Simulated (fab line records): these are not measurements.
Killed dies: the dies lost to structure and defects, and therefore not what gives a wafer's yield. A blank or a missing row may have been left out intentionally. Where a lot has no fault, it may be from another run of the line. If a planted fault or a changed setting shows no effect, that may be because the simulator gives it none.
Split-lot experiment / flow rit_cmos / 23 wafers read from 5 lots, route of 202 steps

## ON THE SPLIT
At RIT_NWELL_IMPLANT_08, the setting energy_kev was moved away from the recipe's 170 on 10 of the 23 wafers read, by +1.8% to +5.9%. For the rest of the wafers, this setting stayed at what the recipe calls for.

The reading comes from the split's own step.

## THE READING
In nm, at RIT_NWELL_IMPLANT_08: implant.drp_nm, which is the simulator's own figure and was read by no gauge. The file gives no usual value for it.

wafer=L075.2; tool, chamber at the split=implanter-01, 0; energy_kev as run=180; against the recipe=+5.9%; implant.drp_nm, nm=71.83; against lot-mates on the recipe=+3.01
wafer=L075.3; tool, chamber at the split=implanter-01, 0; energy_kev as run=180; against the recipe=+5.9%; implant.drp_nm, nm=71.83; against lot-mates on the recipe=+3.01
wafer=L075.6; tool, chamber at the split=implanter-01, 0; energy_kev as run=180; against the recipe=+5.9%; implant.drp_nm, nm=71.83; against lot-mates on the recipe=+3.01
wafer=L075.4; tool, chamber at the split=implanter-01, 0; energy_kev as run=170; against the recipe=recipe; implant.drp_nm, nm=68.82; against lot-mates on the recipe=-
wafer=L075.5; tool, chamber at the split=implanter-01, 0; energy_kev as run=170; against the recipe=recipe; implant.drp_nm, nm=68.82; against lot-mates on the recipe=-
wafer=L077.1; tool, chamber at the split=implanter-02, 0; energy_kev as run=173.1; against the recipe=+1.8%; implant.drp_nm, nm=69.76; against lot-mates on the recipe=+0.94
wafer=L077.4; tool, chamber at the split=implanter-02, 0; energy_kev as run=173.1; against the recipe=+1.8%; implant.drp_nm, nm=69.76; against lot-mates on the recipe=+0.94
wafer=L077.3; tool, chamber at the split=implanter-02, 0; energy_kev as run=170; against the recipe=recipe; implant.drp_nm, nm=68.82; against lot-mates on the recipe=-
wafer=L077.5; tool, chamber at the split=implanter-02, 0; energy_kev as run=170; against the recipe=recipe; implant.drp_nm, nm=68.82; against lot-mates on the recipe=-
wafer=L077.6; tool, chamber at the split=implanter-02, 0; energy_kev as run=170; against the recipe=recipe; implant.drp_nm, nm=68.82; against lot-mates on the recipe=-
wafer=L078.1; tool, chamber at the split=implanter-04, 0; energy_kev as run=170; against the recipe=recipe; implant.drp_nm, nm=68.82; against lot-mates on the recipe=-
wafer=L078.4; tool, chamber at the split=implanter-04, 0; energy_kev as run=170; against the recipe=recipe; implant.drp_nm, nm=68.82; against lot-mates on the recipe=-
wafer=L078.6; tool, chamber at the split=implanter-04, 0; energy_kev as run=170; against the recipe=recipe; implant.drp_nm, nm=68.82; against lot-mates on the recipe=-
wafer=L078.2; tool, chamber at the split=implanter-04, 0; energy_kev as run=173.4; against the recipe=+2.0%; implant.drp_nm, nm=69.85; against lot-mates on the recipe=+1.03
wafer=L078.3; tool, chamber at the split=implanter-04, 0; energy_kev as run=173.4; against the recipe=+2.0%; implant.drp_nm, nm=69.85; against lot-mates on the recipe=+1.03
wafer=L081.1; tool, chamber at the split=implanter-04, 0; energy_kev as run=170; against the recipe=recipe; implant.drp_nm, nm=68.82; against lot-mates on the recipe=-
wafer=L081.5; tool, chamber at the split=implanter-04, 0; energy_kev as run=170; against the recipe=recipe; implant.drp_nm, nm=68.82; against lot-mates on the recipe=-
wafer=L081.6; tool, chamber at the split=implanter-04, 0; energy_kev as run=170; against the recipe=recipe; implant.drp_nm, nm=68.82; against lot-mates on the recipe=-
wafer=L085.1; tool, chamber at the split=implanter-01, 0; energy_kev as run=174.5; against the recipe=+2.6%; implant.drp_nm, nm=70.19; against lot-mates on the recipe=+1.37
wafer=L085.2; tool, chamber at the split=implanter-01, 0; energy_kev as run=174.5; against the recipe=+2.6%; implant.drp_nm, nm=70.19; against lot-mates on the recipe=+1.37
wafer=L085.5; tool, chamber at the split=implanter-01, 0; energy_kev as run=174.5; against the recipe=+2.6%; implant.drp_nm, nm=70.19; against lot-mates on the recipe=+1.37
wafer=L085.3; tool, chamber at the split=implanter-01, 0; energy_kev as run=170; against the recipe=recipe; implant.drp_nm, nm=68.82; against lot-mates on the recipe=-
wafer=L085.6; tool, chamber at the split=implanter-01, 0; energy_kev as run=170; against the recipe=recipe; implant.drp_nm, nm=68.82; against lot-mates on the recipe=-

THE FIT
A straight line over all 23 wafers: implant.drp_nm changes by +0.512 nm for each +1% of energy_kev; r = +1.00; the points scatter about the line by 0.0054 nm.
The same after taking each lot's own level away (the mean of its wafers on the recipe; 23 wafers): +0.512 nm for each +1%; r = +1.00; scatter 0.0054 nm.
The reading moves by 3 nm for the largest change in energy_kev, on that fit.
The lots' own levels span 68.820 to 68.820 nm.
So the lot-to-lot level changes the slope little: the two slopes agree.
Check: with one of the wafers moved furthest among these (+5.9%) left out of the fit, the line predicts +3.02 nm for it against its lot-mates. It came out at +3.01 nm against them.

## THE OTHER SPLITS THESE WAFERS WENT THROUGH
Before the reading, these wafers also passed through other splits. Each is held against what the fit with the lots' levels taken away leaves over:
other split on the same wafers=RIT_ACTIVE_CVD_03 temp_c; wafers away from the commonest value=10; r with implant.drp_nm (lot level and that fit taken away)=-0.41
other split on the same wafers=RIT_ACTIVE_EXPOSE_08 dose_mj; wafers away from the commonest value=5; r with implant.drp_nm (lot level and that fit taken away)=-0.07
other split on the same wafers=RIT_ACTIVE_ETCH_13 time_s; wafers away from the commonest value=10; r with implant.drp_nm (lot level and that fit taken away)=+0.38
other split on the same wafers=RIT_FOX2_OXIDATION_00 ox_time_s; wafers away from the commonest value=18; r with implant.drp_nm (lot level and that fit taken away)=+0.42
other split on the same wafers=RIT_NWELL_COAT_01 resist_thk_nm; wafers away from the commonest value=11; r with implant.drp_nm (lot level and that fit taken away)=+0.26

## THE WHOLE CHAIN: every reading that the file lists as answering this split, in the file's order
step=RIT_NWELL_IMPLANT_08; what it does=; reading=implant.rp_nm (the simulator's own value, which no gauge read); change (the file's fit)=+2.26 nm for each +1% of the setting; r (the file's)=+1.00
step=RIT_NWELL_IMPLANT_08; what it does=; reading=implant.drp_nm (the simulator's own value, which no gauge read); change (the file's fit)=+0.512 nm for each +1% of the setting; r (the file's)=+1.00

## THE FILE'S OWN FIT
implant.drp_nm changes by +0.512 nm for each +1% of energy_kev, r = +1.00.
